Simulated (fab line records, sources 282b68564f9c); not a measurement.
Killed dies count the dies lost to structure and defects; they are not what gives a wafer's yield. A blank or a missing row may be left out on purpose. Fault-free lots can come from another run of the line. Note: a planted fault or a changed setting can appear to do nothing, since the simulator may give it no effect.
A lot that was struck, set against a sound lot + flow ritCmos + 17 out of 202 route steps
Sound: these wafers, L615.3, L615.4, L615.6. The struck wafers were L612.1, L612.4, L612.6. The cause is named last.
Each step with rows lists, per side, the tool, then ch with its chambers, then its first start. Under that, the readings that differ: sound wafers + struck wafers + difference of the means + sigmas: that difference in standard deviations of wafers without a fault.
alike: a reading whose means differ by less than 2 such deviations, as well as words and numbers matching on both sides. not compared: withheld readings; readings where some wafer has no value; bounds like >300 that might hide an equal value; numbers whose values overlap and for which the record gives no deviation.
The two part at a step that has a row with sigmas, a row that says differs or no value, or rows on one side only. Non-overlapping numbers with no deviation appear without sigmas and do not part them. Lack of a reading on every wafer of one side parts them only where that side has two or more wafers.

RIT_CONTACT_STRIP_12: strips in O2, time 180 s.
  sound on plasmaAsher-01 ch 0,1, day 6 20:10; struck on plasmaAsher-04 ch 1, day 6 04:05
  alike: drypumpMotorCurrentA
  not compared: rfHoursCounterH
RIT_CONTACT_CD_MEAS_90: target cd 1000 nm.
  sound on cdSem-02, day 6 20:19; struck on cdSem-02, day 6 04:15
  alike: cdNm
then, 2 steps without rows for these wafers: RIT_CONTACT_CLEAN_13 (cleans in SC1, time 600 s); RIT_CONTACT_CLEAN_14 (cleans in SC2, time 600 s).
RIT_M1_SPUTTER_00: material Al, target thk 400 nm, time 500 s.
  sound on pvdSputter-04, day 6 20:45; struck on pvdSputter-03, day 6 04:43
  alike: throttleValvePct
RIT_M1_RS_MEAS_01: the measuring method here is four-point-probe.
  sound on filmMetro-02, day 6 21:05; struck on filmMetro-04, day 6 05:01
| reading           | sound                | struck               | difference | sigmas |
|-------------------|----------------------|----------------------|------------|--------|
| M1_AL_RS (ohm/sq) | 0.0696 0.0702 0.0696 | 0.0725 0.0718 0.0714 | +0.0021    | +3     |
RIT_M1_THK_MEAS_02: measures by xrf.
  sound on filmMetro-02, day 6 21:11; struck on filmMetro-04, day 6 05:08
| reading        | sound       | struck      | difference | sigmas |
|----------------|-------------|-------------|------------|--------|
| M1_AL_THK (nm) | 424 423 423 | 406 413 413 | -13        | -3     |
then, 5 steps without rows for these wafers: RIT_M1_HMDS_03 (prime time 60 s); RIT_M1_COAT_04 (resist thk 1300 nm); RIT_M1_SOFTBAKE_05 (time 60 s); RIT_M1_EXPOSE_06 (exposes mask M12, target cd 2600 nm); RIT_M1_PEB_07.
RIT_M1_DEVELOP_08: develop time 68 s.
  sound on lithoTrack-01 ch 0, day 6 21:00; struck on lithoTrack-03 ch 0, day 6 06:00
RIT_M1_CD_MEAS_09: target cd 2600 nm.
  sound on cdSem-02, day 6 22:09; struck on cdSem-02, day 6 06:12
| reading   | sound                | struck | difference                    | sigmas |
|-----------|----------------------|--------|-------------------------------|--------|
| cdNm (nm) | 2602.6 2603.3 2600.5 | - - -  | no value on the struck wafers |        |
RIT_M1_OVL_MEAS_10:
  sound on overlay-01, day 6 22:14; struck on overlay-01, day 6 06:19
| reading     | sound          | struck | difference                    | sigmas |
|-------------|----------------|--------|-------------------------------|--------|
| M1_OVL (nm) | -2.4 -2.6 -1.6 | - - -  | no value on the struck wafers |        |
then, 1 step without rows for these wafers: RIT_M1_HARDBAKE_11 (time 120 s).
RIT_M1_PROBE_99:
  sound on prober-02, day 7 00:53; struck on prober-01, day 6 09:02
| reading                 | sound             | struck         | difference | sigmas      |
|-------------------------|-------------------|----------------|------------|-------------|
| defectLimitedYield (%)  | 95.1 98.1 96.6    | 0 0 0          | -97        | -88         |
| killed_at_M0_to_M3      | 0 0 0             | 257 256 257    | +257       |             |
| killedDies              | 13 5 9            | 264 264 264    | +255       | +85         |
| killedOnRim             | 3 1 3             | 70 70 70       | +68        | +48         |
| sort_bin_5_function (%) | 2.3 1.1 1.5       | 99.2 98.9 99.2 | +97.5      | +99 or more |
| sortNPass               | 251.0 259.0 255.0 | 0 0 0          | -255       | -85         |
| sortYieldPct (%)        | 95.1 98.1 96.6    | 0 0 0          | -97        | -88         |
  alike: killedAtContacts, killedAtFrontEnd, killedOpen, killedShort, sort_bin_3_pad_short, sort_bin_6_memory

## WHERE THEY PART
First at RIT_M1_RS_MEAS_01; last, within this record, at RIT_M1_PROBE_99.

WHY: whatever the simulator had introduced
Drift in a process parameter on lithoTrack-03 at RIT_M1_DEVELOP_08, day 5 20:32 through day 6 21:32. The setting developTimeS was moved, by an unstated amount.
